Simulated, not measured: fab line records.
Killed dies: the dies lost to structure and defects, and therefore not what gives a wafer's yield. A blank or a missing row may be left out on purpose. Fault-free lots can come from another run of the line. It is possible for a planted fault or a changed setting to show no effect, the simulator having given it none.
Struck lot and sound lot, side by side | flow berkeley_cmos170 | 43 out of 331 route steps
Sound: these wafers, L846.1, L846.4, L846.6. Struck: wafers L860.2, L860.4, L860.5. The cause is named last.
Per side, at each step with rows, come the tool, then ch with its chambers, and then its first start. Under that, the readings that differ: sound wafers | struck wafers | difference of the means | sigmas: that difference in standard deviations of wafers without a fault.
alike: readings whose means differ by less than 2 such deviations, and words and numbers that are the same on both sides. not compared: withheld readings, readings that some wafer has no value for, bounds like >300 that may hide the same value, and numbers for which the record gives no deviation and whose values overlap.
A row with sigmas, a row that says differs or no value, or rows on one side alone: a step with any of these is where the two part. Numbers that have no deviation but don't overlap get no sigmas and don't part them. A reading missing from all wafers of one side parts the sides only when that side holds two or more wafers.

UCB170_GATE_STRIP_16: strips in O2.
  sound on plasma_asher-01 ch 0,1, day 7 22:06; struck on plasma_asher-01 ch 0,1, day 10 13:43
  alike: drypump_motor_current_A, oes_product_au
  not compared: rf_hours_counter_h
UCB170_GATE_CD_MEAS_90: the cd target is 350 nm.
  sound on cd_sem-01, day 7 22:34; struck on cd_sem-02, day 10 13:50
  alike: cd_nm
then, 7 steps without rows for these wafers: UCB170_GATE_CLEAN_17 (cleans in SPM, time 600 s); UCB170_PLDD_HMDS_00 (prime time 60 s); UCB170_PLDD_COAT_01 (resist thk 889.1 nm); UCB170_PLDD_SOFTBAKE_02 (time 60 s); UCB170_PLDD_EXPOSE_03 (exposes mask PSELECT, target cd 1200 nm); UCB170_PLDD_PEB_04; UCB170_PLDD_DEVELOP_05 (develop time 45 s).
UCB170_PLDD_CD_MEAS_06: the cd target is 1200 nm.
  sound on cd_sem-01, day 8 00:23; struck on cd_sem-01, day 10 15:38
  alike: cd_nm
UCB170_PLDD_OVL_MEAS_07:
  sound on overlay-02, day 8 00:31; struck on overlay-02, day 10 15:44
  alike: PLDD_OVL
following that, these wafers have no rows for 1 step: UCB170_PLDD_IMPLANT_08.
UCB170_PLDD_IMPLANT_09:
  sound on implanter-02 ch 0, day 8 00:42; struck on implanter-02 ch 0, day 10 15:56
  reading            | sound                         | struck                        | difference | sigmas
  dose_ions_cm2      | 4.998e+13 4.996e+13 4.998e+13 | 3.356e+13 3.346e+13 3.339e+13 | -1.650e+13 | -99 or more
  faraday_current_uA | 159 161 166                   | 107 105 107                   | -56        | -13
UCB170_PLDD_STRIP_10: strips in O2.
  sound on plasma_asher-03 ch 0,1, day 8 00:51; struck on plasma_asher-02 ch 1, day 10 16:04
  alike: drypump_motor_current_A, oes_product_au, strip_time_to_endpoint_s
  not compared: rf_hours_counter_h
UCB170_PLDD_TW_MEAS_11:
  sound on film_metro-01, day 8 00:57; struck on film_metro-04, day 10 16:24
  reading | sound          | struck      | difference | sigmas
  PLDD_TW | 1014 1007 1007 | 964 957 964 | -48        | -7
  not compared: hold
then, 6 steps without rows for these wafers: UCB170_NLDD_HMDS_00 (prime time 60 s); UCB170_NLDD_COAT_01 (resist thk 900 nm); UCB170_NLDD_SOFTBAKE_02 (time 60 s); UCB170_NLDD_EXPOSE_03 (exposes mask NSELECT, target cd 1200 nm); UCB170_NLDD_PEB_04; UCB170_NLDD_DEVELOP_05 (develop time 45 s).
UCB170_NLDD_CD_MEAS_06: the cd target is 1200 nm.
  sound on cd_sem-01, day 8 04:32; struck on cd_sem-01, day 10 21:46
  alike: cd_nm
UCB170_NLDD_OVL_MEAS_07:
  sound on overlay-02, day 8 04:40; struck on overlay-01, day 10 21:52
  alike: NLDD_OVL
then, 2 steps without rows for these wafers: UCB170_NLDD_IMPLANT_08; UCB170_NLDD_IMPLANT_09.
UCB170_NLDD_STRIP_10: strips in O2.
  sound on plasma_asher-01 ch 0,1, day 8 04:59; struck on plasma_asher-01 ch 0, day 10 22:12
  alike: drypump_motor_current_A, oes_product_au, strip_time_to_endpoint_s
  not compared: rf_hours_counter_h
UCB170_NLDD_TW_MEAS_11:
  sound on film_metro-04, day 8 05:05; struck on film_metro-03, day 10 22:20
  alike: NLDD_TW
then, 1 step without rows for these wafers: UCB170_NLDD_CLEAN_12 (cleans in SPM, time 600 s).
UCB170_SPACER_CVD_00: deposits SiO2 from TEOS/O2, target thk 376 nm, time 47 s.
  sound on pecvd-02 ch 0,2, day 8 05:27; struck on pecvd-03 ch 0,1,2, day 10 22:34
  alike: heater_power_w, pressure_mtorr
UCB170_SPACER_THK_MEAS_01:
  sound on film_metro-02, day 8 05:29; struck on film_metro-03, day 10 22:37
  alike: SPACER_TEOS_THK
then, 1 step without rows for these wafers: UCB170_SPACER_ANNEAL_02 (time 1800 s).
UCB170_SPACER_ETCHBACK_03: etches SiO2 in CHF3/CF4/Ar, stops on Si, target depth 376 nm, time 100 s.
  sound on rie_diel-03 ch 2,3, day 8 07:11; struck on rie_diel-02 ch 0,1,2, day 11 02:10
  alike: drypump_motor_current_A, mfc_ar_sccm, oes_product_au, throttle_valve_pct
  not compared: rf_hours_counter_h
then, 6 steps without rows for these wafers: UCB170_PSD_HMDS_00 (prime time 60 s); UCB170_PSD_COAT_01 (resist thk 900 nm); UCB170_PSD_SOFTBAKE_02 (time 60 s); UCB170_PSD_EXPOSE_03 (exposes mask PSELECT MOD, target cd 1200 nm); UCB170_PSD_PEB_04; UCB170_PSD_DEVELOP_05 (develop time 45 s).
UCB170_PSD_CD_MEAS_06: the cd target is 1200 nm.
  sound on cd_sem-01, day 8 10:53; struck on cd_sem-01, day 11 03:38
  alike: cd_nm
UCB170_PSD_OVL_MEAS_07:
  sound on overlay-02, day 8 11:00; struck on overlay-01, day 11 03:45
  alike: PSD_OVL
following that, these wafers have no rows for 1 step: UCB170_PSD_IMPLANT_08.
UCB170_SDANNEAL_RS_MEAS_04: measurement is done with a four-point probe.
  sound on film_metro-01, day 8 19:29; struck on film_metro-04, day 11 08:46
  reading          | sound                | struck               | difference | sigmas
  PLDD_RS (ohm/sq) | 1030.6 1028.7 1028.1 | 1187.9 1188.0 1187.6 | +158.7     | +61
  not compared: hold
UCB170_M3_PROBE_99:
  sound wafers here have rows in the record (prober-02, day 10 01:51); struck ones have none

== WHERE THEY PART ==
First at UCB170_PLDD_IMPLANT_09; last, within this record, at UCB170_M3_PROBE_99.

WHY: what had been put in by the simulator
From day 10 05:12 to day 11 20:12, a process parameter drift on implanter-02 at UCB170_PLDD_IMPLANT_09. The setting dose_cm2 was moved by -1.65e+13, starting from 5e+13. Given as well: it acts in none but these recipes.
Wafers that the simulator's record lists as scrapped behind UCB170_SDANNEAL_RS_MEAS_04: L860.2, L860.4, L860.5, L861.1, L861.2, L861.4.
